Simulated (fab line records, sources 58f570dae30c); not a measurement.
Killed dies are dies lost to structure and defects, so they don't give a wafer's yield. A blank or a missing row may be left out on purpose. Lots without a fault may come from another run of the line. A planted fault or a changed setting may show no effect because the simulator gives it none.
Tool commonality check | flow berkeley_cmos170 | 14 lots, 48 wafers sampled

WHY IT WAS OPENED
At UCB170_CONTACT_THK_MEAS_02 the reading CONTACT_PSG_THK is flagged on 2 of 14 lots. Wafers without a fault read 700 nm, standard deviation 7.7.
Rule: a lot is flagged when every wafer of it that has a number lies more than 4 standard deviations from that mean, or none has a number. The other lots count as sound.

lot  | measured     | on            | CONTACT_PSG_THK (nm), wafer by wafer | flag
L664 | day 8 22:52  | film_metro-02 | 696 693 688                          |
L665 | day 8 23:08  | film_metro-01 | 709 711 708                          |
L663 | day 9 00:42  | film_metro-02 | 705 703 706                          |
L673 | day 10 23:11 | film_metro-04 | 572 572 569 572 572 570              | FLAGGED
L674 | day 10 23:11 | film_metro-02 | 572 576 575 572 576 574              | FLAGGED
L675 | day 11 03:14 | film_metro-04 | 701 698 695                          |
L676 | day 11 03:19 | film_metro-04 | 709 706 703                          |
L680 | day 12 04:10 | film_metro-01 | 690 694 700                          |
L681 | day 12 04:10 | film_metro-02 | 700 697 699                          |
L679 | day 12 05:56 | film_metro-02 | 707 709 711                          |
L682 | day 12 22:04 | film_metro-01 | 711 702 711                          |
L684 | day 12 22:04 | film_metro-02 | 708 701 703                          |
L683 | day 12 22:08 | film_metro-02 | 711 702 704                          |
L685 | day 12 22:08 | film_metro-04 | 706 707 708                          |
The numbers of the flagged lots are 573 nm on average: -127 nm against the usual, or -17 standard deviations.

WHICH TOOL RAN EACH LOT
The record holds 1 process step before the reading, out of a route of 331 steps. In each cell: the tool, then ch and the chambers that the sampled wafers went through, then the start.
lot  | flag    | UCB170_CONTACT_CVD_01
L664 |         | lpcvd-02 ch 0, day 8 21:05
L665 |         | lpcvd-01 ch 1, day 8 21:20
L663 |         | lpcvd-02 ch 1, day 8 22:52
L673 | FLAGGED | lpcvd-01 ch 1, day 10 21:23
L674 | FLAGGED | lpcvd-01 ch 1, day 10 21:23
L675 |         | lpcvd-02 ch 0, day 11 01:28
L676 |         | lpcvd-02 ch 1, day 11 01:28
L680 |         | lpcvd-02 ch 0, day 12 02:22
L681 |         | lpcvd-02 ch 1, day 12 02:22
L679 |         | lpcvd-02 ch 0, day 12 04:09
L682 |         | lpcvd-02 ch 1, day 12 20:17
L684 |         | lpcvd-02 ch 1, day 12 20:17
L683 |         | lpcvd-02 ch 1, day 12 20:17
L685 |         | lpcvd-02 ch 0, day 12 20:17
What these steps do:
- UCB170_CONTACT_CVD_01: deposits PSG from SiH4/O2/PH3, target thk 700 nm, time 2820 s.
- UCB170_CONTACT_THK_MEAS_02

FLAGGED OVER TOTAL, TOOL BY TOOL (the gauges that took the reading come last)
step                       | tool          | lots run | flagged | share of the flagged lots | sound lots run after its first flagged lot
UCB170_CONTACT_CVD_01      | lpcvd-01      | 3        | 2       | all                       | 0
UCB170_CONTACT_CVD_01      | lpcvd-02      | 11       | 0       | none                      | -
UCB170_CONTACT_THK_MEAS_02 | film_metro-01 | 3        | 0       | none                      | -
UCB170_CONTACT_THK_MEAS_02 | film_metro-02 | 7        | 1       | some                      | 4 (L681,L679,L684,L683)
UCB170_CONTACT_THK_MEAS_02 | film_metro-04 | 4        | 1       | some                      | 3 (L675,L676,L685)

WHAT THE TABLE ALLOWS
1 row of the table ran every flagged lot: lpcvd-01 at UCB170_CONTACT_CVD_01.
- lpcvd-01 at UCB170_CONTACT_CVD_01: 2 of its 3 lots flagged. Its last sound lot is L665 (day 8 21:20), its first flagged lot L673 (day 10 21:23): a fault that began between those two fits. Its own readings lie more than 4 standard deviations out on every wafer of the flagged lots: sih4_flow_sccm.
One tool is left: lpcvd-01 at UCB170_CONTACT_CVD_01.

WHAT THE SIMULATOR HAD PUT IN
Process parameter drift: lpcvd-01, from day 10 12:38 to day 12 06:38, at UCB170_CONTACT_CVD_01. Setting sih4_flow_sccm, moved by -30, from 60. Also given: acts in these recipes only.
Lots struck among those shown: L673, L674. The rule above found the same.
